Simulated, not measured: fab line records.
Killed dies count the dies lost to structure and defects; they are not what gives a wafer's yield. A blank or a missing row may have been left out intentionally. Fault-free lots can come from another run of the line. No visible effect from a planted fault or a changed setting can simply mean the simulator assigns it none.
A struck lot beside a sound one	flow rit-cmos	14 out of 202 route steps
Sound: the wafers L498.2, L498.3, L498.5. Wafers struck: L509.2, L509.3, L509.4. Last of all comes the cause.
Each step with rows lists, per side, the tool, then ch with its chambers, then its first start. Under that, the readings that differ: sound wafers	struck wafers	difference of the means	sigmas: that difference in standard deviations of wafers without a fault.
alike: words and numbers the same on both sides, and readings whose means are apart by under 2 such deviations; not compared: readings that were withheld, readings missing a value for some wafer, numbers with overlapping values and no deviation given by the record, and bounds like >300 which may hide the same value.
A row with sigmas, a row that says differs or no value, or rows on one side alone: a step with any of these is where the two part. When numbers do not overlap yet have no deviation, they are printed without sigmas and do not part them. Lack of a reading on every wafer of one side parts them only where that side has two or more wafers.

first, 1 step without rows for these wafers: RIT_GATE_CLEAN_04 (cleans in dHF, time 60 s).
RIT_FOX2_THK_MEAS_91:
  sound on film-metro-04, day 3 11:02; struck on film-metro-04, day 5 16:30
  alike: FIELD_OXIDE_LEFT_2_THK
then, 2 steps without rows for these wafers: RIT_GATE_OXIDATION_05 (target thk 3 nm, ox time 270 s); RIT_GATE_ANNEAL_06 (time 600 s).
RIT_GATE_THK_MEAS_07:
  sound on film-metro-02, day 3 12:31; struck on film-metro-04, day 5 19:07
  alike: GATE_OXIDE_THK
then, 1 step without rows for these wafers: RIT_GATE_CVD_08 (deposits poly-Si from SiH4, target thk 250 nm, time 2220 s).
RIT_GATE_THK_MEAS_09:
  sound on film-metro-03, day 3 14:11; struck on film-metro-03, day 5 20:48
  alike: GATE_POLY_THK
then, 5 steps without rows for these wafers: RIT_GATE_HMDS_10 (prime time 60 s); RIT_GATE_COAT_11 (resist thk 850 nm); RIT_GATE_SOFTBAKE_12 (time 60 s); RIT_GATE_EXPOSE_13 (exposes mask M6, target cd 150 nm); RIT_GATE_PEB_14.
RIT_GATE_DEVELOP_15: develop time 52.32 s.
  sound on litho-track-03 ch 0, day 3 15:00; struck on litho-track-01, day 5 21:00
  no value came back on the struck wafers for chill-plate-temp-C (C), develop-time-s (s); on the sound wafers chill-plate-temp-C (C) reads 23.09 22.93 23.04
RIT_GATE_CD_MEAS_16: the cd target is 150 nm.
  sound on cd-sem-02, day 3 15:10; struck on cd-sem-02, day 5 21:50
reading	sound	struck	difference	sigmas
cd-nm (nm)	153.7 156.2 155.5	- - -	no value on the struck wafers	

WHERE THEY PART
Last at RIT_GATE_CD_MEAS_16 as far as this record goes, first at RIT_GATE_DEVELOP_15.

WHY: the cause the simulator had injected
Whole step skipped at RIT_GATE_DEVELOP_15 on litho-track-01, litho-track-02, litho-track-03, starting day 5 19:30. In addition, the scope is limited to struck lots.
